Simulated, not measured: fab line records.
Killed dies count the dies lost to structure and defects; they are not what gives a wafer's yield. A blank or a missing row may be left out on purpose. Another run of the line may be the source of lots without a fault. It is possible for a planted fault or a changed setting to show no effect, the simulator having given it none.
Struck lot and sound lot, side by side | flow rit_cmos | 44 steps out of a route of 202
Sound: wafers L536.4, L536.5, L536.6. Wafers L553.1, L553.4, L553.5 were the ones struck. The cause comes at the end.
Each step with rows lists, per side, the tool, then ch with its chambers, then its first start. Under that, the readings that differ: sound wafers | struck wafers | difference of the means | sigmas: that difference in standard deviations of wafers without a fault.
alike: readings whose means differ by less than 2 such deviations, and words and numbers that are the same on both sides. not compared: withheld readings, readings that some wafer has no value for, bounds like >300 that may hide the same value, and numbers for which the record gives no deviation and whose values overlap.
The two part at a step that has a row with sigmas, a row that says differs or no value, or rows on one side only. Numbers that don't overlap but have no deviation are shown without sigmas and don't part them. Lack of a reading on every wafer of one side parts them only where that side has two or more wafers.

first, 4 steps without rows for these wafers: RIT_PLDD_SOFTBAKE_02 (time 60 s); RIT_PLDD_EXPOSE_03 (exposes mask M8, target cd 40900 nm); RIT_PLDD_PEB_04; RIT_PLDD_DEVELOP_05 (develop time 50 s).
RIT_PLDD_OVL_MEAS_06:
  sound on overlay-01 at day 2 20:10; struck on overlay-02 at day 6 08:20
  alike: PLDD_OVL
then, 2 steps without rows for these wafers: RIT_PLDD_HARDBAKE_07 (time 60 s); RIT_PLDD_IMPLANT_08.
RIT_PLDD_STRIP_09: strips in O2, time 180 s.
  sound on plasma_asher-02 ch 0,1, day 2 20:33; struck on plasma_asher-03 ch 0,1, day 6 08:40
  alike: drypump_motor_current_A
  not compared: rf_hours_counter_h
RIT_PLDD_TW_MEAS_10:
  sound on film_metro-04 at day 2 20:42; struck on film_metro-03 at day 6 08:50
  alike: PLDD_TW
then, 3 steps without rows for these wafers: RIT_SPACER_CLEAN_00 (cleans in SC1, time 600 s); RIT_SPACER_CLEAN_01 (cleans in dHF, time 30 s); RIT_SPACER_CLEAN_02 (cleans in SC2, time 600 s).
RIT_SPACER_CVD_03: deposits Si3N4 from SiH2Cl2/NH3, target thk 250 nm, time 3300 s.
  sound on lpcvd-01 ch 1, day 2 21:10; struck on lpcvd-02 ch 1, day 6 09:18
  reading                                  | sound             | struck            | difference | sigmas
  sih2cl2_flow_sccm (sccm)                 | 60.01 59.99 60.14 | 71.80 71.92 71.81 | +11.80     | +66
  model.Si3N4_of_SPACER_CVD_03.thk_nm (nm) | 248.9 246.4 247.3 | 267.9 266.4 266.2 | +19.3      |
  alike: nh3_flow_sccm, zone_power_load_pct
RIT_SPACER_THK_MEAS_04:
  sound on film_metro-04 at day 2 23:07; struck on film_metro-04 at day 6 11:13
  reading                 | sound             | struck            | difference | sigmas
  SPACER_NITRIDE_THK (nm) | 248.8 246.2 247.3 | 267.8 266.4 266.1 | +19.3      | +10
RIT_SPACER_ETCHBACK_05: etches Si3N4 in SF6/CHF3, stops on SiO2, target depth 250 nm, time 230.9 s.
  sound on rie_diel-01 ch 1,2, day 2 23:08; struck on rie_diel-01 ch 0,1,2, day 6 11:17
  reading                  | sound             | struck            | difference | sigmas
  oes_product_au (a.u.)    | 0.890 0.865 0.880 | 0.917 0.911 0.936 | +0.043     | +3
  model.etch.depth_nm (nm) | 248.9 246.4 247.3 | 267.9 266.4 266.2 | +19.3      |
  alike: drypump_motor_current_A, throttle_valve_pct
  not compared: rf_hours_counter_h
then, 6 steps without rows for these wafers: RIT_NSD_HMDS_00 (prime time 60 s); RIT_NSD_COAT_01 (resist thk 1000 nm); RIT_NSD_SOFTBAKE_02 (time 60 s); RIT_NSD_EXPOSE_03 (exposes mask M9, target cd 40700 nm); RIT_NSD_PEB_04; RIT_NSD_DEVELOP_05 (develop time 50 s).
RIT_NSD_OVL_MEAS_06:
  sound on overlay-02 at day 3 00:17; struck on overlay-01 at day 6 12:17
  alike: NSD_OVL
then, 2 steps without rows for these wafers: RIT_NSD_HARDBAKE_07 (time 60 s); RIT_NSD_IMPLANT_08.
RIT_NSD_STRIP_09: strips in O2, time 180 s.
  sound on plasma_asher-03 ch 0,1, day 3 00:40; struck on plasma_asher-01 ch 0,1, day 6 12:37
  alike: drypump_motor_current_A
  not compared: rf_hours_counter_h
RIT_NSD_TW_MEAS_10:
  sound on film_metro-04 at day 3 00:48; struck on film_metro-02 at day 6 12:48
  alike: NSD_TW
then, 6 steps without rows for these wafers: RIT_PSD_HMDS_00 (prime time 60 s); RIT_PSD_COAT_01 (resist thk 1000 nm); RIT_PSD_SOFTBAKE_02 (time 60 s); RIT_PSD_EXPOSE_03 (exposes mask M10, target cd 40900 nm); RIT_PSD_PEB_04; RIT_PSD_DEVELOP_05 (develop time 50 s).
RIT_PSD_OVL_MEAS_06:
  sound on overlay-01 at day 3 01:50; struck on overlay-01 at day 6 13:43
  alike: PSD_OVL
then, 2 steps without rows for these wafers: RIT_PSD_HARDBAKE_07 (time 60 s); RIT_PSD_IMPLANT_08.
RIT_PSD_STRIP_09: strips in O2, time 180 s.
  sound on plasma_asher-01 ch 0,1, day 3 02:12; struck on plasma_asher-04 ch 0,1, day 6 14:02
  alike: drypump_motor_current_A
  not compared: rf_hours_counter_h
RIT_PSD_TW_MEAS_10:
  sound on film_metro-04 at day 3 02:21; struck on film_metro-04 at day 6 14:13
  alike: PSD_TW
then, 3 steps without rows for these wafers: RIT_SDANNEAL_CLEAN_00 (cleans in SC1, time 600 s); RIT_SDANNEAL_CLEAN_01 (cleans in dHF, time 30 s); RIT_SDANNEAL_CLEAN_02 (cleans in SC2, time 600 s).
RIT_SDANNEAL_RTA_03: time 5 s.
  sound on rtp_anneal-01 ch 0, day 3 02:47; struck on rtp_anneal-02 ch 0, day 6 14:39
  alike: chamber_o2_ppm, wafer_temp_C_max
RIT_SDANNEAL_RS_MEAS_04: uses a four-point probe to measure.
  sound on film_metro-03 at day 3 02:53; struck on film_metro-02 at day 6 14:46
  alike: PSD_RS
RIT_SILICIDE_WET_ETCH_00: etches SiO2 in BOE, target depth 14 nm, time 15 s.
  sound on wet_bench-04 ch 2, day 3 03:18; struck on wet_bench-04 ch 1, day 6 15:14
  reading                                  | sound             | struck          | difference | sigmas
  model.Si3N4_of_SPACER_CVD_03.thk_nm (nm) | 196.2 194.5 195.3 | 210.9 211 209.9 | +15.3      |
RIT_M1_PROBE_99:
  sound on prober-01 at day 3 10:56; struck on prober-01 at day 6 22:14
  reading                                | sound             | struck            | difference | sigmas
  model.etest.pplus_sal.width_nm (nm)    | 3464 3474 3453    | 3419 3412 3417    | -48        |
  model.etest.nplus_sal.width_nm (nm)    | 3461 3476 3473    | 3417 3402 3406    | -62        |
  model.etest.pwell_pinched.rs_ohm_sq    | 460.1 459.8 455.4 | 445.6 435.7 445   | -16.3      |
  model.etest.nwell_pinched.rs_ohm_sq    | 330.9 333.7 333.5 | 322.1 319.1 323.1 | -11.3      |
  model.etest.contact_nplus.end_ohm_um   | 40.66 40.87 40.14 | 37.53 37.08 38.18 | -2.96      |
  model.etest.nmos_0p15.tox_inv_nm (nm)  | 4.294 4.256 4.336 | 4.486 4.552 4.391 | +0.181     |
  model.etest.diode_nplus_comb.cj_ff_um2 | 2.648 2.67 2.646  | 2.499 2.452 2.503 | -0.170     |
  alike: killed_at_contacts, killed_at_front_end, killed_dies, killed_open, killed_short
  not compared: model.etest.diode_pplus_nwell.bv_v

WHERE THEY PART
At RIT_SPACER_CVD_03 first; at RIT_SPACER_ETCHBACK_05 last (within this record only). Later steps at which nothing parts them and some readings are alike: RIT_NSD_OVL_MEAS_06, RIT_NSD_STRIP_09, RIT_NSD_TW_MEAS_10, RIT_PSD_OVL_MEAS_06, RIT_PSD_STRIP_09, RIT_PSD_TW_MEAS_10, RIT_SDANNEAL_RTA_03, RIT_SDANNEAL_RS_MEAS_04, RIT_M1_PROBE_99.

WHY: the cause the simulator had injected
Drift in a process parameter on lpcvd-02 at RIT_SPACER_CVD_03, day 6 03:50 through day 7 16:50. Setting sih2cl2_flow_sccm, moved by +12, from 60. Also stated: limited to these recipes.
